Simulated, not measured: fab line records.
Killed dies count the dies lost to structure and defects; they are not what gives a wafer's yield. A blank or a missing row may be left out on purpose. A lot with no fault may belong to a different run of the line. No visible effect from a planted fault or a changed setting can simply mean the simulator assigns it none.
fab line records | flow berkeley_cmos170
[record] lots = 5 wafers = 23
route steps=331 shown START@3 NWELL@27 PWELL@42 ACTIVE@65 FIELD@90 SACOX@98
start_h: hours from the record's first day to the start of the lot's first wafer shown | wait_h: hours elapsed since this lot's preceding step | " identical to the entry in the row above | L1.1+2: a row that stands for several wafers | - no value, or no start was given | * or withheld: withheld | < > ~ a bound
route shown NAME@n: a module of which the file shows steps, and the number in the route of the first | usual: the fault-free wafers' mean and standard deviation | same: alike in all rows | chamber/n: place in a boat | sites: readings site by site | _std_site: their standard deviation | _edge_site: the outer-site mean with the inner-site mean subtracted | radius_mm: how far each site lies from the wafer's centre | mask NAME#n: copy n | behind: the most recent tool/chamber to have shaped the wafer | hold: cause of the lot's hold/its duration in hours/its outcome | device: names the non-switching transistor (n, p or np) | end of line: the route-end tests of the same wafers | a step without rows: its recipe alone | killed: at the first sort, the dies lost to defects and structure; wafer yield is something else | map: per-die view of a wafer (x killed, . not killed, _ where there is no die)
set.NAME: the setting that was run; set.NAME@STEP: the one run at that earlier step | model.NAME: the simulator's own value behind a step, which no gauge read
lots where settings were altered on purpose, with a table for each step and a row for each wafer
[[steps]]
[step UCB170_START_OXIDATION_02]
[recipe] temp_c = 950 ambient = O2 target_thk_a = 200 ox_time_s = 1800
// columns lot.wafer tool chamber start_h wait_h set.temp_c model.SiO2_of_START_OXIDATION_02.thk_nm
L075.1 - - - 3.5 959.7 22.8
L075.3 " - " " 959.7 22.99
L075.4 " - " " 959.7 22.72
L075.5 " - " " 959.7 22.69
L075.6 " - " " 959.7 22.71
L078.1 furnace-02 0 31.65 1.5 950 20.16
L078.5 " 0 " " 950 20.14
L078.6 " 0 " " 950 19.9
L082.1 - - - 6.6 935.2 16.26
L082.2 " - " " 935.2 16.11
L082.3 " - " " 935.2 16.17
L082.5 " - " " 935.2 16.24
L082.6 " - " " 935.2 16.05
L084.1 - - - 8.3 938.5 17.38
L084.2 " - " " 938.5 17.26
L084.3 " - " " 938.5 17.66
L084.4 " - " " 938.5 17.73
L084.6 " - " " 938.5 17.43
L085.1+2 - - - 3.3 937.6 17.13
L085.4 " - " " 937.6 16.94
L085.5 " - " " 937.6 17.25
L085.6 " - " " 937.6 17.12
[step UCB170_START_THK_MEAS_03]
[recipe] reads = SiO2_of_START_OXIDATION_02
[usual] START_OXIDE_THK = 20.1/0.35
// columns lot.wafer tool chamber start_h wait_h set.temp_c@START_OXIDATION_02 START_OXIDE_THK[nm]
L075.1 film_metro-04 - - - 959.7 22.8
L075.3 " - " " 959.7 23.0
L075.4 " - " " 959.7 22.8
L075.5 " - " " 959.7 22.7
L075.6 " - " " 959.7 22.8
L078.1 film_metro-02 - 33.15 0.0 950 20.1
L078.5 " - " " 950 20.1
L078.6 " - " " 950 20.0
L082.1 film_metro-04 - - - 935.2 16.3
L082.2 " - " " 935.2 16.1
L082.3 " - " " 935.2 16.2
L082.5 " - " " 935.2 16.2
L082.6 " - " " 935.2 16.0
L084.1 film_metro-03 - - - 938.5 17.4
L084.2 " - " " 938.5 17.3
L084.3 " - " " 938.5 17.6
L084.4 " - " " 938.5 17.8
L084.6 " - " " 938.5 17.4
L085.1 film_metro-04 - - - 937.6 17.1
L085.2 " - " " 937.6 17.1
L085.4 " - " " 937.6 17.0
L085.5 " - " " 937.6 17.3
L085.6 " - " " 937.6 17.1
[step UCB170_NWELL_ETCH_13]
[recipe] chemistry = CH3F/Ar/O2 target = Si3N4 stop_on = SiO2 CH3F_flow_sccm = 20 Ar_flow_sccm = 50 O2_flow_sccm = 7 pressure_mtorr = 50 rf_w = 450 target_depth_a = 2464 over_etch_frac = 0.1 time_s = 154
// columns lot.wafer tool chamber start_h wait_h set.time_s model.KrF_of_NWELL_COAT_07.thk_nm
L075.1 rie_diel-02 0 44.82 0.0 154 721.5
L075.3 " 2 " " 154 719.9
L075.4 " 3 " " 154 718.8
L075.5 " 1 " " 154 721.2
L075.6 " 2 " " 154 720.1
L078.1 rie_diel-02 3 54.55 0.0 154 729.1
L078.5 " 2 " " 154 726.9
L078.6 " 1 " " 154 727.6
L082.1 rie_diel-04 3 82.45 0.0 175.9 700.5
L082.2 " 1 " " 154 727.7
L082.3 " 0 " " 154 725.9
L082.5 " 2 " " 154 724.7
L082.6 " 3 " " 175.9 700.7
L084.1 rie_diel-02 2 95.22 0.0 137.2 745.1
L084.2 " 1 " " 154 727.9
L084.3 " 3 " " 137.2 744
L084.4 " 0 " " 137.2 747.2
L084.6 " 0 " " 154 731.2
L085.1 rie_diel-02 1 95.57 0.0 154 724.6
L085.2 " 3 " " 154 716.8
L085.4 " 0 " " 154 724.7
L085.5 " 1 " " 154 721.5
L085.6 " 2 " " 154 721.1
[step UCB170_NWELL_IMPLANT_14]
[recipe] species = P dose_cm2 = 9.762e+12 energy_kev = 150 tilt_deg = 7
[step UCB170_NWELL_STRIP_15]
[recipe] chemistry = O2 power_w = 400 pressure_mtorr = 3500 platen_temp_c = withheld o2_flow_sccm = 400 overash_fraction = 0.5
[usual] strip_time_to_endpoint_s = 18.06/0.085
// columns lot.wafer tool chamber start_h wait_h set.time_s@NWELL_ETCH_13 strip_time_to_endpoint_s
L075.1 plasma_asher-01 0 45.08 0.1 154 18.02
L075.3 " 0 " " 154 17.98
L075.4 " 1 " " 154 17.94
L075.5 " 0 " " 154 18.00
L075.6 " 1 " " 154 17.97
L078.1 plasma_asher-03 1 54.81 0.1 154 18.20
L078.5 " 1 " " 154 18.14
L078.6 " 0 " " 154 18.16
L082.1 plasma_asher-02 1 82.70 0.1 175.9 17.50
L082.2 " 0 " " 154 18.15
L082.3 " 0 " " 154 18.13
L082.5 " 0 " " 154 18.10
L082.6 " 1 " " 175.9 17.52
L084.1 plasma_asher-01 0 95.48 0.1 137.2 18.57
L084.2 " 1 " " 154 18.16
L084.3 " 0 " " 137.2 18.55
L084.4 " 1 " " 137.2 18.63
L084.6 " 1 " " 154 18.24
L085.1 plasma_asher-01 1 95.90 0.1 154 18.08
L085.2 " 0 " " 154 17.91
L085.4 " 1 " " 154 18.08
L085.5 " 1 " " 154 18.00
L085.6 " 0 " " 154 18.02
[step UCB170_PWELL_COAT_08]
[recipe] resist = KrF spin_rpm = 1500 resist_thk_nm = 900
// columns lot.wafer tool chamber start_h wait_h set.resist_thk_nm model.KrF_of_PWELL_COAT_08.thk_nm
L075.1 litho_track-04 0 74.33 0.1 900 899.5
L075.3 " 0 " " 900 899.7
L075.4 " 0 " " 900 900.8
L075.5 " 0 " " 900 896.9
L075.6 " 0 " " 900 899.2
L078.1 litho_track-03 0 74.57 0.1 900 897.6
L078.5 " 0 " " 900 897.8
L078.6 " 0 " " 900 896.4
L082.1 litho_track-04 0 100.00 0.1 900 899.6
L082.2 " 0 " " 944 944.9
L082.3 " 0 " " 944 942.9
L082.5 " 0 " " 900 902.9
L082.6 " 0 " " 944 944.8
L084.1 litho_track-04 0 112.84 0.1 925.5 926.4
L084.2 " 0 " " 925.5 927
L084.3 " 0 " " 900 902.2
L084.4 " 0 " " 925.5 930.9
L084.6 " 0 " " 900 901
L085.1 litho_track-02 0 112.95 0.1 900 902.9
L085.2 " 0 " " 927.2 930.9
L085.4 " 0 " " 900 902.7
L085.5 " 0 " " 900 900.8
L085.6 " 0 " " 927.2 929
[step UCB170_PWELL_SOFTBAKE_09]
[recipe] resist = KrF temp_c = 130 time_s = 60
[step UCB170_PWELL_EXPOSE_10]
[recipe] mask_id = PWELL target_cd_nm = 3000 na = 0.5 sigma_outer = 0.6 source_shape = conventional dose_mj = 19
[step UCB170_PWELL_DEVELOP_12]
[recipe] developer = TMAH develop_time_s = 45 resist = KrF dev_temp_c = 21
[step UCB170_PWELL_ETCH_14]
[recipe] chemistry = CH3F/Ar/O2 target = Si3N4 stop_on = SiO2 CH3F_flow_sccm = 20 Ar_flow_sccm = 50 O2_flow_sccm = 7 pressure_mtorr = 50 rf_w = 450 target_depth_a = 2420 over_etch_frac = 0.1 time_s = 151
// columns lot.wafer tool chamber start_h wait_h set.resist_thk_nm@PWELL_COAT_08 model.KrF_of_PWELL_COAT_08.thk_nm
L075.1 rie_diel-01 3 75.67 0.0 900 722.9
L075.3 " 2 " " 900 721.6
L075.4 " 0 " " 900 727
L075.5 " 3 " " 900 720.8
L075.6 " 2 " " 900 722.4
L078.1 rie_diel-04 2 75.73 0.0 900 723.6
L078.5 " 0 " " 900 720.5
L078.6 " 3 " " 900 719.5
L082.1 rie_diel-01 3 101.17 0.0 900 723.9
L082.2 " 0 " " 944 771.5
L082.3 " 2 " " 944 765.6
L082.5 " 1 " " 900 728.3
L082.6 " 2 " " 944 766.8
L084.1 rie_diel-04 3 114.28 0.0 925.5 750.3
L084.2 " 1 " " 925.5 754.1
L084.3 " 2 " " 900 728.7
L084.4 " 1 " " 925.5 758.7
L084.6 " 3 " " 900 724.4
L085.1 rie_diel-01 1 114.80 0.0 900 728.4
L085.2 " 0 " " 927.2 755.7
L085.4 " 2 " " 900 724.1
L085.5 " 3 " " 900 724.9
L085.6 " 2 " " 927.2 750.5
[step UCB170_PWELL_IMPLANT_15]
[recipe] species = B dose_cm2 = 5e+12 energy_kev = 60 tilt_deg = 7
[step UCB170_PWELL_STRIP_16]
[recipe] chemistry = O2 power_w = 400 pressure_mtorr = 3500 platen_temp_c = withheld o2_flow_sccm = 400 overash_fraction = 0.5
[usual] strip_time_to_endpoint_s = 18.13/0.11
// columns lot.wafer tool chamber start_h wait_h set.resist_thk_nm@PWELL_COAT_08 strip_time_to_endpoint_s
L075.1 plasma_asher-03 0 75.92 0.1 900 18.05
L075.3 " 1 " " 900 18.03
L075.4 " 0 " " 900 18.13
L075.5 " 1 " " 900 18.01
L075.6 " 0 " " 900 18.04
L078.1 plasma_asher-04 1 75.98 0.1 900 18.06
L078.5 " 0 " " 900 18.00
L078.6 " 1 " " 900 17.96
L082.1 plasma_asher-04 1 101.42 0.1 900 18.09
L082.2 " 0 " " 944 19.23
L082.3 " 1 " " 944 19.06
L082.5 " 0 " " 900 18.19
L082.6 " 1 " " 944 19.08
L084.1 plasma_asher-03 1 114.53 0.1 925.5 18.71
L084.2 " 0 " " 925.5 18.80
L084.3 " 1 " " 900 18.18
L084.4 " 0 " " 925.5 18.91
L084.6 " 1 " " 900 18.08
L085.1 plasma_asher-03 1 115.05 0.1 900 18.17
L085.2 " 0 " " 927.2 18.83
L085.4 " 0 " " 900 18.07
L085.5 " 0 " " 900 18.09
L085.6 " 1 " " 927.2 18.71
[step UCB170_ACTIVE_CVD_05]
[recipe] material = Si3N4 target_thk_nm = 220 temp_c = 800 precursor = SiH2Cl2/NH3 time_s = 3300 pressure_mtorr = 200 sih2cl2_flow_sccm = 25 nh3_flow_sccm = 75
// columns lot.wafer tool chamber start_h wait_h set.temp_c model.Si3N4_of_ACTIVE_CVD_05.thk_nm
L075.1 - - - 0.0 809.5 265.6
L075.3 " - " " 809.5 262.7
L075.4 " - " " 809.5 264.5
L075.5 " - " " 809.5 263.9
L075.6 " - " " 809.5 261.6
L078.1 lpcvd-01 1 100.46 0.0 800 224.1
L078.5 " 1 " " 800 222.1
L078.6 " 1 " " 800 222.8
L082.1 - - - 0.5 800 215.8
L082.2 " - " " 800 214.2
L082.3+6 " - " " 800 216.4
L082.5 " - " " 800 214.9
L084.1 - - - 0.0 800 221.6
L084.2 " - " " 800 219.7
L084.3 " - " " 800 219.6
L084.4 " - " " 800 219.1
L084.6 " - " " 800 219.5
L085.1 - - - 0.0 778.8 147.5
L085.2 " - " " 778.8 148.2
L085.4 " - " " 778.8 149.4
L085.5 " - " " 778.8 147
L085.6 " - " " 778.8 148.7
[step UCB170_ACTIVE_THK_MEAS_06]
[recipe] reads = Si3N4_of_ACTIVE_CVD_05
[usual] ACTIVE_NITRIDE_THK = 219.9/2.4
// columns lot.wafer tool chamber start_h wait_h set.temp_c@ACTIVE_CVD_05 ACTIVE_NITRIDE_THK[nm]
L078.1 film_metro-02 - 102.38 0.0 800 224.3
L078.5 " - " " 800 222.2
L078.6 " - " " 800 222.7
L075.1 film_metro-02 - - - 809.5 265.7
L075.3 " - " " 809.5 262.5
L075.4 " - " " 809.5 264.5
L075.5 " - " " 809.5 264.0
L075.6 " - " " 809.5 261.5
L082.1 film_metro-04 - - - 800 215.8
L082.2 " - " " 800 214.2
L082.3 " - " " 800 216.3
L082.5 " - " " 800 214.9
L082.6 " - " " 800 216.2
L084.1 film_metro-02 - - - 800 221.6
L084.2 " - " " 800 219.7
L084.3 " - " " 800 219.6
L084.4 " - " " 800 219.2
L084.6 " - " " 800 219.7
L085.1 film_metro-04 - - - 778.8 147.4
L085.2 " - " " 778.8 148.2
L085.4 " - " " 778.8 149.4
L085.5 " - " " 778.8 147.0
L085.6 " - " " 778.8 148.7
[step UCB170_ACTIVE_SOFTBAKE_09]
[recipe] resist = KrF temp_c = 130 time_s = 60
// columns lot.wafer tool chamber start_h wait_h set.time_s
L078.1+5+6 litho_track-03 0 102.74 0.1 60
L075.1+3+6 litho_track-04 0 103.04 0.1 60
L075.4+5 " 0 " " 55.41
L082.1+2+3+5+6 litho_track-03 0 131.66 0.1 60
L085.1+6 litho_track-03 0 142.57 0.1 60
L085.2+4+5 " 0 " " 55.3
L084.1+3+6 litho_track-01 0 142.69 0.1 60
L084.2+4 " 0 " " 63.01
[step UCB170_ACTIVE_EXPOSE_10]
[recipe] mask_id = ACTIVE target_cd_nm = 1200 na = 0.5 sigma_outer = 0.6 source_shape = conventional dose_mj = 20
[step UCB170_ACTIVE_PEB_11]
[recipe] peb_temp_c = 130 peb_time_s = withheld resist = KrF
[step UCB170_ACTIVE_ETCH_15]
[recipe] chemistry = CH3F/Ar/O2 target = Si3N4 stop_on = SiO2 CH3F_flow_sccm = 20 Ar_flow_sccm = 50 O2_flow_sccm = 7 pressure_mtorr = 50 rf_w = 450 target_depth_a = 2420 over_etch_frac = 0.1 time_s = 151
[usual] oes_product_au = 0.945/0.017
// columns lot.wafer tool chamber start_h wait_h set.temp_c@ACTIVE_CVD_05 oes_product_au model.etch.depth_nm
L078.1 rie_diel-02 0 103.77 0.0 800 0.970 224.1
L078.5 " 0 " " 800 0.969 222.1
L078.6 " 3 " " 800 0.945 222.8
L075.1 rie_diel-03 2 104.32 0.0 809.5 0.976 235.7
L075.3 " 0 " " 809.5 1.010 -
L075.4 " 1 " " 809.5 0.998 -
L075.5 " 3 " " 809.5 0.996 242.1
L075.6 " 2 " " 809.5 0.971 234.1
L082.1 rie_diel-02 3 132.80 0.0 800 0.934 215.8
L082.2 " 2 " " 800 0.922 214.2
L082.3 " 1 " " 800 0.925 216.4
L082.5 " 2 " " 800 0.930 -
L082.6 " 3 " " 800 0.935 -
L085.1 rie_diel-01 0 143.72 0.0 778.8 0.778 147.5
L085.2 " 2 " " 778.8 0.761 148.2
L085.4 " 3 " " 778.8 0.785 149.4
L085.5 " 2 " " 778.8 0.744 147
L085.6 " 3 " " 778.8 0.787 148.7
L084.1 rie_diel-02 0 144.00 0.0 800 0.963 -
L084.2 " 3 " " 800 0.945 -
L084.3 " 2 " " 800 0.937 -
L084.4 " 1 " " 800 0.918 219.1
L084.6 " 2 " " 800 0.944 219.5
[step UCB170_FIELD_OXIDATION_01]
[recipe] temp_c = 1000 ambient = H2O p_h2o_torr = 584.62 target_thk_a = 5583 ox_time_s = 7200
// columns lot.wafer tool chamber start_h wait_h set.temp_c model.SiO2_of_FIELD_OXIDATION_01.thk_nm
L075.1 - - - 2.4 1000 547.3
L075.3 " - " " 1000 550.8
L075.4 " - " " 1000 555.7
L075.5 " - " " 1000 551.4
L075.6 " - " " 1000 556.2
L078.1 furnace-01 0 111.08 2.6 1000 566.6
L078.5 " 0 " " 1000 562.7
L078.6 " 0 " " 1000 584.1
L082.1 - - - 2.1 979.5 479.1
L082.2 " - " " 979.5 471.7
L082.3 " - " " 979.5 481.7
L082.5 " - " " 979.5 483
L082.6 " - " " 979.5 478.2
L084.1 - - - 4.3 1022 643.5
L084.2 " - " " 1022 642.7
L084.3 " - " " 1022 650.5
L084.4 " - " " 1022 649.9
L084.6 " - " " 1022 646.5
L085.1 - - - 4.8 976.4 469.3
L085.2 " - " " 976.4 469.5
L085.4 " - " " 976.4 479.9
L085.5 " - " " 976.4 472.8
L085.6 " - " " 976.4 474.2
[step UCB170_FIELD_THK_MEAS_02]
[recipe] reads = SiO2_of_FIELD_OXIDATION_01
[usual] FIELD_OXIDE_THK = 558/9.8
// columns lot.wafer tool chamber start_h wait_h set.temp_c@FIELD_OXIDATION_01 FIELD_OXIDE_THK[nm]
L075.1 film_metro-01 - - - 1000 547
L075.3 " - " " 1000 551
L075.4 " - " " 1000 556
L075.5 " - " " 1000 551
L075.6 " - " " 1000 556
L078.1 film_metro-04 - 114.08 0.0 1000 567
L078.5 " - " " 1000 563
L078.6 " - " " 1000 584
L082.1 film_metro-01 - - - 979.5 479
L082.2 " - " " 979.5 472
L082.3 " - " " 979.5 482
L082.5 " - " " 979.5 483
L082.6 " - " " 979.5 478
L084.1 film_metro-01 - - - 1022 644
L084.2 " - " " 1022 643
L084.3 " - " " 1022 651
L084.4 " - " " 1022 650
L084.6 " - " " 1022 646
L085.1 film_metro-04 - - - 976.4 469
L085.2 " - " " 976.4 470
L085.4 " - " " 976.4 480
L085.5 " - " " 976.4 473
L085.6 " - " " 976.4 474
[step UCB170_FIELD_ANNEAL_03]
[recipe] temp_c = 1000 time_s = 1200 ambient = N2
[step UCB170_FIELD_WET_ETCH_04]
[recipe] chemistry = dHF dilution = 10:1 target = SiO2 temp_c = 25 time_s = 60
[step UCB170_FIELD_WET_ETCH_05]
[recipe] chemistry = H3PO4 target = Si3N4 temp_c = 160 time_s = 12600
[step UCB170_FIELD_WET_ETCH_06]
[recipe] chemistry = BOE dilution = 5:1 target = SiO2 temp_c = 25 time_s = 22
[step UCB170_FIELD_THK_MEAS_90]
[recipe] reads = SiO2_of_FIELD_OXIDATION_01
[usual] FIELD_OXIDE_LEFT_1_THK = 441/10
// columns lot.wafer tool chamber start_h wait_h set.temp_c@FIELD_OXIDATION_01 FIELD_OXIDE_LEFT_1_THK[nm]
L075.1 film_metro-03 - 122.07 0.0 1000 431
L075.3 " - " " 1000 435
L075.4 " - " " 1000 440
L075.5 " - " " 1000 435
L075.6 " - " " 1000 440
L078.1 film_metro-01 - 122.07 0.0 1000 451
L078.5 " - " " 1000 447
L078.6 " - " " 1000 468
L082.1 film_metro-01 - 148.38 0.0 979.5 361
L082.2 " - " " 979.5 353
L082.3 " - " " 979.5 363
L082.5 " - " " 979.5 365
L082.6 " - " " 979.5 360
L084.1 film_metro-04 - 162.92 0.0 1022 527
L084.2 " - " " 1022 526
L084.3 " - " " 1022 534
L084.4 " - " " 1022 534
L084.6 " - " " 1022 530
L085.1 film_metro-03 - 162.92 0.0 976.4 351
L085.2 " - " " 976.4 352
L085.4 " - " " 976.4 362
L085.5 " - " " 976.4 355
L085.6 " - " " 976.4 356
[step UCB170_SACOX_OXIDATION_01]
[recipe] temp_c = 900 ambient = O2 target_thk_a = 144 ox_time_s = 2400
// columns lot.wafer tool chamber start_h wait_h set.temp_c model.SiO2_of_SACOX_OXIDATION_01.thk_nm
L075.1 - - - 3.3 885 12.28
L075.3 " - " " 885 11.85
L075.4 " - " " 885 12.11
L075.5 " - " " 885 12.26
L075.6 " - " " 885 11.91
L078.1 furnace-02 0 125.65 3.3 900 14.38
L078.5 " 0 " " 900 14.6
L078.6 " 0 " " 900 14.51
L082.1 - - - 5.0 900 14.31
L082.2 " - " " 900 14.25
L082.3 " - " " 900 14.08
L082.5 " - " " 900 14.17
L082.6 " - " " 900 14.11
L084.1 - - - 3.0 880.1 11.88
L084.2 " - " " 880.1 12.04
L084.3 " - " " 880.1 11.87
L084.4 " - " " 880.1 11.81
L084.6 " - " " 880.1 11.92
L085.1 - - - 3.0 881.7 11.47
L085.2 " - " " 881.7 12.26
L085.4 " - " " 881.7 11.76
L085.5 " - " " 881.7 11.82
L085.6 " - " " 881.7 11.57
[step UCB170_SACOX_THK_MEAS_02]
[recipe] reads = SiO2_of_SACOX_OXIDATION_01
[usual] SACOX_OXIDE_THK = 14.35/0.22
// columns lot.wafer tool chamber start_h wait_h set.temp_c@SACOX_OXIDATION_01 SACOX_OXIDE_THK[nm]
L075.1 film_metro-01 - - - 885 12.33
L075.3 " - " " 885 11.85
L075.4 " - " " 885 12.07
L075.5 " - " " 885 12.26
L075.6 " - " " 885 11.86
L078.1 film_metro-03 - 127.31 0.0 900 14.37
L078.5 " - " " 900 14.61
L078.6 " - " " 900 14.46
L082.1 film_metro-03 - - - 900 14.23
L082.2 " - " " 900 14.22
L082.3 " - " " 900 14.05
L082.5 " - " " 900 14.25
L082.6 " - " " 900 14.11
L084.1 film_metro-01 - - - 880.1 11.93
L084.2 " - " " 880.1 12.02
L084.3 " - " " 880.1 11.89
L084.4 " - " " 880.1 11.80
L084.6 " - " " 880.1 11.85
L085.1 film_metro-02 - - - 881.7 11.47
L085.2 " - " " 881.7 12.25
L085.4 " - " " 881.7 11.80
L085.5 " - " " 881.7 11.79
L085.6 " - " " 881.7 11.55
[[key]]
[split] step = UCB170_START_OXIDATION_02 setting = temp_c stated = 950 by = lot
[response] step = UCB170_START_OXIDATION_02 reading = model.SiO2_of_START_OXIDATION_02.thk_nm change = +2.46 per = 1% r = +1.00
[response] step = UCB170_START_THK_MEAS_03 reading = START_OXIDE_THK change = +2.48 per = 1% r = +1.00
[split] step = UCB170_NWELL_ETCH_13 setting = time_s stated = 154 by = wafer
[response] step = UCB170_NWELL_ETCH_13 reading = model.KrF_of_NWELL_COAT_07.thk_nm change = -1.67 per = 1% r = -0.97
[response] step = UCB170_NWELL_STRIP_15 reading = strip_time_to_endpoint_s change = * per = 1% r = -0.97
[split] step = UCB170_PWELL_COAT_08 setting = resist_thk_nm stated = 900 by = wafer
[response] step = UCB170_PWELL_COAT_08 reading = model.KrF_of_PWELL_COAT_08.thk_nm change = +8.99 per = 1% r = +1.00
[response] step = UCB170_PWELL_ETCH_14 reading = model.KrF_of_PWELL_COAT_08.thk_nm change = +8.91 per = 1% r = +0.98
[response] step = UCB170_PWELL_STRIP_16 reading = strip_time_to_endpoint_s change = * per = 1% r = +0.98
[split] step = UCB170_ACTIVE_CVD_05 setting = temp_c stated = 800 by = lot
[response] step = UCB170_ACTIVE_CVD_05 reading = model.Si3N4_of_ACTIVE_CVD_05.thk_nm change = +29.2 per = 1% r = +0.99
[response] step = UCB170_ACTIVE_THK_MEAS_06 reading = ACTIVE_NITRIDE_THK change = +29.2 per = 1% r = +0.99
[response] step = UCB170_ACTIVE_ETCH_15 reading = oes_product_au change = +0.059 per = 1% r = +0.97
[response] step = UCB170_ACTIVE_ETCH_15 reading = model.etch.depth_nm change = +24.6 per = 1% r = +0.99
[split] step = UCB170_ACTIVE_SOFTBAKE_09 setting = time_s stated = 60 by = wafer
response none clear
[split] step = UCB170_FIELD_OXIDATION_01 setting = temp_c stated = 1000 by = lot
[response] step = UCB170_FIELD_OXIDATION_01 reading = model.SiO2_of_FIELD_OXIDATION_01.thk_nm change = +38.6 per = 1% r = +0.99
[response] step = UCB170_FIELD_THK_MEAS_02 reading = FIELD_OXIDE_THK change = +38.6 per = 1% r = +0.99
[response] step = UCB170_FIELD_THK_MEAS_90 reading = FIELD_OXIDE_LEFT_1_THK change = +39 per = 1% r = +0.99
[split] step = UCB170_SACOX_OXIDATION_01 setting = temp_c stated = 900 by = lot
[response] step = UCB170_SACOX_OXIDATION_01 reading = model.SiO2_of_SACOX_OXIDATION_01.thk_nm change = +1.18 per = 1% r = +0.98
[response] step = UCB170_SACOX_THK_MEAS_02 reading = SACOX_OXIDE_THK change = +1.17 per = 1% r = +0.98
